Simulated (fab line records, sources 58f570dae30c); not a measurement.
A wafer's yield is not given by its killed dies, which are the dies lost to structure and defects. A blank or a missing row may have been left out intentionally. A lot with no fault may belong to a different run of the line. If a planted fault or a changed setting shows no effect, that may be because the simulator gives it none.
Struck lot and sound lot, side by side    flow berkeley cmos170    11 steps out of a route of 331
Sound: wafers L508.1, L508.2, L508.6. Wafers L498.4, L498.5, L498.6 were the ones struck. The cause is named last.
At each step with rows: each side's tool, then ch and its chambers, then its first start. Under that, the readings that differ: sound wafers    struck wafers    difference of the means    sigmas: that difference in standard deviations of wafers without a fault.
alike: same words and numbers on both sides, and readings whose means sit less than 2 such deviations apart. not compared: any withheld reading, any reading some wafer has no value for, any bound like >300 that may hide the same value, and any number with overlapping values for which the record gives no deviation.
Wherever a step has rows on one side only, a row that says differs or no value, or a row with sigmas, the two part there. When numbers do not overlap yet have no deviation, they are printed without sigmas and do not part them. A reading missing from all wafers of one side parts the sides only when that side holds two or more wafers.

UCB170_START_BOW_MEAS_00:
  sound on film metro-03 at day 4 08:00; struck on film metro-01 at day 2 06:04
  alike: INCOMING_BOW
then, 2 steps without rows for these wafers: UCB170_START_CLEAN_01 (cleans in dHF, time 60 s); UCB170_START_OXIDATION_02 (target thk 20 nm, ox time 1800 s).
UCB170_START_THK_MEAS_03:
  sound on film metro-01 at day 4 15:29; struck on film metro-01 at day 2 10:01
  alike: START_OXIDE_THK
then, 5 steps without rows for these wafers: UCB170_START_ANNEAL_04 (time 1200 s); UCB170_ZERO_HMDS_00 (prime time 60 s); UCB170_ZERO_COAT_01 (resist thk 900 nm); UCB170_ZERO_SOFTBAKE_02 (time 60 s); UCB170_ZERO_EXPOSE_03 (exposes mask PM MARKS, target cd 4000 nm).
UCB170_ZERO_PEB_04:
  struck on litho track-01, day 2 13:34; sound on litho track-01 ch 0, day 4 20:42
  no value came back on the struck wafers for chill plate temp C (C), exhaust pa (Pa); on the sound wafers chill plate temp C (C) reads 23.00 22.93 23.01
then, 1 step without rows for these wafers: UCB170_ZERO_DEVELOP_05 (develop time 45 s).

WHERE THEY PART
At UCB170_ZERO_PEB_04 and nowhere else, as far as this record goes.

WHY: what the simulator had put in
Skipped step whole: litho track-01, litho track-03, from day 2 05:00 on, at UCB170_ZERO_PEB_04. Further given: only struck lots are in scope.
